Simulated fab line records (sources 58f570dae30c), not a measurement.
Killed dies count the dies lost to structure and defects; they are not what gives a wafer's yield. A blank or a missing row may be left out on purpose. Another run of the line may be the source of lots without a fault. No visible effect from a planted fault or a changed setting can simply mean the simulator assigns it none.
The tool behind it: which one? ; flow berkeley-cmos170 ; Sampling: 14 lots, 42 wafers, 2 of 331 route steps

== WHAT THE GAUGES READ, wafer by wafer ==
UCB170_CONTACT_CD_MEAS_90: target cd 700 nm.
lot;measured;on;cd-nm (nm)
L747;day 8 04:36;cd-sem-01;700.7 703.4 703.1
L748;day 8 20:32;cd-sem-01;700.9 700.5 700.8
L751;day 9 13:27;cd-sem-01;702.1 700.2 700.3
L750;day 9 13:31;cd-sem-02;697.6 701.5 698.6
L753;day 9 14:49;cd-sem-02;- - -
L756;day 10 07:00;cd-sem-02;- - -
L761;day 11 05:14;cd-sem-01;696.9 698.2 697.5
L764;day 12 00:46;cd-sem-01;698.9 698.9 699.3
L766;day 12 02:15;cd-sem-02;702.7 702.4 702.9
L765;day 12 02:47;cd-sem-02;698.4 697.3 700.8
L763;day 12 03:20;cd-sem-01;702.5 701.2 702.3
L769;day 12 18:52;cd-sem-01;700.5 699.3 698.5
L767;day 12 18:59;cd-sem-01;701.6 698.5 701.0
L770;day 12 22:45;cd-sem-01;700.4 700.4 700.3

== WHAT TOOL EACH LOT RAN ON (gives the tool, then ch and the chambers of the sampled wafers, and finally the start) ==
lot;UCB170_CONTACT_ETCH_18
L747;rie-diel-03 ch 1,3, day 8 04:00
L748;rie-diel-03 ch 2,3, day 8 20:00
L751;rie-diel-01 ch 0,1,2, day 9 13:00
L750;rie-diel-03 ch 1,3, day 9 13:00
L753;rie-diel-02 ch 0,1,3, day 9 14:00
L756;rie-diel-01 ch 1,2,3, day 10 06:00
L761;rie-diel-02 ch 0,1,2, day 11 05:00
L764;rie-diel-01 ch 0,2,3, day 12 00:00
L766;rie-diel-02 ch 2,3, day 12 01:00
L765;rie-diel-03 ch 0,1,3, day 12 02:00
L763;rie-diel-03 ch 2,3, day 12 03:00
L769;rie-diel-01 ch 0,2,3, day 12 18:00
L767;rie-diel-02 ch 1,3, day 12 18:00
L770;rie-diel-02 ch 1,2,3, day 12 22:00
- UCB170_CONTACT_ETCH_18: etches PSG in CHF3/CF4/Ar, stops on TiSi2, target depth 840 nm, time 195 s.

== AS READ BY THE TOOLS THEMSELVES (means over the sampled wafers that have a number; for cases with no such wafer, the mark the record gives instead) ==
UCB170_CONTACT_ETCH_18.
lot;tool;CHF3_flow_sccm (sccm);cf4-flow-sccm (sccm);drypump-motor-current-A (A);oes-product-au (a.u.);throttle-valve-pct (%)
L747;rie-diel-03;45.04;15.03;5.7;0.886;6.85
L748;rie-diel-03;45.05;15.05;5.6;0.896;6.74
L751;rie-diel-01;44.87;15.01;5.3;0.899;7.02
L750;rie-diel-03;44.99;14.99;5.9;0.878;6.96
L753;rie-diel-02;-;-;-;-;-
L756;rie-diel-01;-;-;-;-;-
L761;rie-diel-02;45.01;15.04;5.8;0.894;6.94
L764;rie-diel-01;44.94;14.98;5.2;0.898;6.92
L766;rie-diel-02;45.11;14.99;6.1;0.892;7.02
L765;rie-diel-03;45.03;14.99;5.8;0.896;6.90
L763;rie-diel-03;44.92;15.02;5.7;0.908;6.73
L769;rie-diel-01;45.03;15.01;5.2;0.884;6.91
L767;rie-diel-02;44.85;15.06;5.6;0.887;6.98
L770;rie-diel-02;45.04;14.97;5.9;0.893;6.98

== THE ANSWER, worked out from the rows above alone ==
Rule: the lots themselves supply what counts as usual. The widest of any qualifying gaps counts: lots, ordered by their means at a reading, are off when they make up no more than a third of the lots, leave a main group of 4 or more, and stand apart from it by 3 or more times the standard deviation of that group's means. If all means in a main group match to the digits the tables above print for the reading, that group is not used. A lot without any number at a reading at which 4 lots or more have one is off too. The other lots that the step has rows for count as sound. Order of review: gauges by route order, followed by the tools' own readings, for which a lot's mean as printed above is used. At the first step where some lot is off, the reading lying furthest off is the one used; lots without a number count as furthest.
Off, at UCB170_CONTACT_CD_MEAS_90 on cd-nm: L753, L756. Without a number there: L753, L756. The main group has a mean of 700.3 nm with a standard deviation of 1.5.
A tool fits if, at a process step before that reading, it ran every lot that is off, and no sound lot after the first of them. The gauges at UCB170_CONTACT_CD_MEAS_90 aren't tried: what is off there is off at UCB170_CONTACT_ETCH_18 too, on other tools, and a gauge's error can't cause that. Not one of the candidates tried fits.

== WHAT THE SIMULATOR HAD PUT IN ==
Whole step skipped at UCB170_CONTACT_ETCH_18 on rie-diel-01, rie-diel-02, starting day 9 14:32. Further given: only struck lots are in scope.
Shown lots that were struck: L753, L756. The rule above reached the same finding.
